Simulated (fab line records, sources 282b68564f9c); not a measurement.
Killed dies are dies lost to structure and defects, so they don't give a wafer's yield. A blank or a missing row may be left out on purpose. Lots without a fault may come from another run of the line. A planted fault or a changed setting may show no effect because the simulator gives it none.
Which tool did it? | flow rit_cmos | 7 lots, 21 wafers sampled, at 2 steps of a route of 202

WHAT THE GAUGES READ, wafer by wafer
RIT_FOX1_THK_MEAS_01.
lot  | measured    | on            | FOX1_OXIDE_THK (nm)
L802 | day 2 02:20 | film_metro-02 | 351 354 352
L804 | day 2 11:11 | film_metro-02 | 343 353 354
L806 | day 2 19:15 | film_metro-04 | 349 347 354
L809 | day 3 10:52 | film_metro-04 | 344 338 347
L811 | day 3 21:53 | film_metro-04 | 309 308 311
L814 | day 4 11:59 | film_metro-04 | 310 302 308
L818 | day 5 08:32 | film_metro-01 | 364 362 364

WHICH TOOL RAN EACH LOT (tool, then ch and the chambers of the sampled wafers, then the start)
lot  | RIT_FOX1_OXIDATION_00
L802 | furnace-01 ch 0, day 2 01:01
L804 | furnace-04 ch 0, day 2 09:52
L806 | furnace-01 ch 0, day 2 17:55
L809 | furnace-01 ch 0, day 3 09:32
L811 | furnace-04 ch 0, day 3 20:34
L814 | furnace-04 ch 0, day 4 10:40
L818 | furnace-01 ch 0, day 5 07:13
- RIT_FOX1_OXIDATION_00: target thk 350.7 nm, ox time 1130 s.

THE ANSWER, worked out from the rows above alone
Rule: what is usual is taken from the lots themselves. Put in order of their means at a reading, lots are off if they are a third of the lots or fewer, leave a main group of 4 or more, and stand apart from it by a gap of 3 or more times the standard deviation of the main group's means; of several such gaps the widest counts. A main group whose means are all the same, to the digits that the tables above print for the reading, isn't used. A lot without any number at a reading at which 4 lots or more have one is off too. The other lots that the step has rows for count as sound.
Off: L811, L814, at RIT_FOX1_THK_MEAS_01 (FOX1_OXIDE_THK). The main group: mean 352 nm, standard deviation 6.6.
A tool fits if, at a process step before that reading, it ran every lot that is off, and no sound lot after the first of them. The gauges at RIT_FOX1_THK_MEAS_01 are tried like those tools. Can't be told from this: 2 tools fit, furnace-04 at RIT_FOX1_OXIDATION_00, film_metro-04 at RIT_FOX1_THK_MEAS_01.

WHAT THE SIMULATOR HAD PUT IN
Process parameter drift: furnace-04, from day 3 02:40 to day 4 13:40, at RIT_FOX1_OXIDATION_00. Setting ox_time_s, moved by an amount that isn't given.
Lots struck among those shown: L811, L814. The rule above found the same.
